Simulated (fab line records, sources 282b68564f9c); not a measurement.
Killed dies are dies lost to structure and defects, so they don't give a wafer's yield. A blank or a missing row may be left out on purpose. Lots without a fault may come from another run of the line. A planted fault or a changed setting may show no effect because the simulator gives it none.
One fault seen from 2 desks | flow rit_cmos | each desk has only its own numbers; what lay behind them comes last

THE TOOL OWNER'S DESK: litho_track-02
The tool's own readings at RIT_M1_DEVELOP_08 (develop time 65.5 s): means of the sampled wafers that have a number, for each lot that ran on this tool. A lot is out of limits, marked OUT, if its mean lies more than 4 standard deviations from the usual mean; the brackets give that distance.
Columns: A = developer_temp_C at RIT_M1_DEVELOP_08, usual 23.01 C
lot  | first seen here | A
L640 | day 3 06:00     | 22.92
L644 | day 4 06:00     | 23.22
L645 | day 4 13:00     | 23.03
L651 | day 5 19:00     | 23.72 (+6.4) OUT
This desk's finding: out of limits on L651; first on L651, day 5 19:00 (developer_temp_C at RIT_M1_DEVELOP_08). In limits: L640, L644, L645.

THE METROLOGY DESK
What the gauges read, lot by lot, whatever tool the lot ran on: means of the sampled wafers that have a number. A lot is out of limits, marked OUT, if its mean lies more than 4 standard deviations from the usual mean; the brackets give that distance.
Columns: A = cd_nm at RIT_GATE_CD_MEAS_16, usual 150.1 nm; B = REOX_OXIDE_THK at RIT_REOX_THK_MEAS_04, usual 25.7 nm
lot  | first seen here | A     | B
L640 | day 2 12:34     | 147.7 | 26.5
L642 | day 2 22:14     | 153.3 | 25.3
L643 | day 3 03:39     | 150.9 | 25.7
L644 | day 3 11:50     | 149.9 | 25.3
L645 | day 3 17:57     | 152.6 | 25.4
L646 | day 4 01:14     | 151.9 | 25.7
L651 | day 5 01:58     | 149.4 | 25.2
L652 | day 5 02:05     | 153.0 | 26.5
L653 | day 5 06:42     | 149.2 | 25.9
L656 | day 5 20:12     | 149.6 | 26.0
L657 | day 6 03:01     | 149.3 | 25.2
L659 | day 6 13:47     | 151.4 | 25.4
L663 | day 7 11:09     | 146.7 | 25.9
This desk's finding: nothing out of limits on any of the 13 lots.

PUT TOGETHER
The tool owner's desk could have raised an alarm at day 5 19:00, on L651.
The metrology desk saw nothing out of limits.
The metrology desk has L651 on record, within its limits.
Of the lots named, all ran RIT_M1_DEVELOP_08 on litho_track-02.

WHAT THE SIMULATOR HAD PUT IN
Process parameter drift: litho_track-02, from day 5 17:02 on, at RIT_M1_DEVELOP_08. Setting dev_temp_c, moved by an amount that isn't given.
Lots struck among those shown: L651.
Hours from the fault's start to each desk's first reading out of limits: the tool owner's desk, 2.
